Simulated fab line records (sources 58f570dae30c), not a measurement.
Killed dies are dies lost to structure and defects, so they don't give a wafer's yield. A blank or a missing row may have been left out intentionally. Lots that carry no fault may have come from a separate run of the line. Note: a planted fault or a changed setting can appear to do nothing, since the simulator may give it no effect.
2 desks looking at one fault | flow berkeley cmos170 | each desk holds nothing but its own numbers, with what lay behind them at the end

## FOR THE TOOL OWNER'S DESK: implanter-02
For each lot that ran on this tool, the mean over its sampled wafers that have a number, from the tool's own readings at UCB170_PSD_IMPLANT_08. The brackets show how far a lot's mean lies from the usual mean; more than 4 standard deviations puts the lot out of limits, marked OUT.
Columns: A = beam energy keV at UCB170_PSD_IMPLANT_08, usual 20.000
lot  | first seen here | A
L617 | day 7 22:43     | 20.006
L620 | day 9 17:38     | 20.000
L622 | day 9 23:25     | 20.001
L625 | day 10 09:10    | 20.459 (+75) OUT
L628 | day 11 00:40    | 20.458 (+75) OUT
This desk's verdict: out of limits on L625, L628, starting with L625 at day 10 09:10 (beam energy keV at UCB170_PSD_IMPLANT_08). In limits: L617, L620, L622.

## METROLOGY DESK
What the gauges read, lot by lot, whatever tool the lot ran on: means of the sampled wafers that have a number. The brackets show how far a lot's mean lies from the usual mean; more than 4 standard deviations puts the lot out of limits, marked OUT.
Columns: A = NVT_OVL at UCB170_NVT_OVL_MEAS_06, usual 2 nm
lot  | first seen here | A
L617 | day 6 20:32     | 4
L621 | day 8 03:09     | 1
L619 | day 8 03:10     | 2
L618 | day 8 03:26     | 0
L620 | day 8 03:42     | -1
L622 | day 8 13:57     | 10
L623 | day 8 14:14     | 0
L625 | day 8 23:26     | 5
L624 | day 8 23:40     | -3
L628 | day 9 16:50     | 8
L634 | day 11 04:51    | 4
L635 | day 11 04:52    | 6
L637 | day 11 05:18    | 1
L633 | day 11 05:35    | 2
Finding of this desk: none of the 14 lots has anything out of limits.

## BROUGHT TOGETHER
The tool owner's desk could have raised an alarm at day 10 09:10, on L625, L628.
From the metrology desk's view, nothing was out of limits.
The metrology desk holds a record of L625, L628, inside its limits.
The lots listed all ran UCB170_PSD_IMPLANT_08 on implanter-02.

## WHAT THE SIMULATOR HAD INSERTED
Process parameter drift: implanter-02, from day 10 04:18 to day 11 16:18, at UCB170_PSD_IMPLANT_08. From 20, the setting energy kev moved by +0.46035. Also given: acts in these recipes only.
Lots struck among those shown: L625, L628.
Delay in hours, fault start to first out-of-limits reading, by desk: the tool owner's desk at 5.
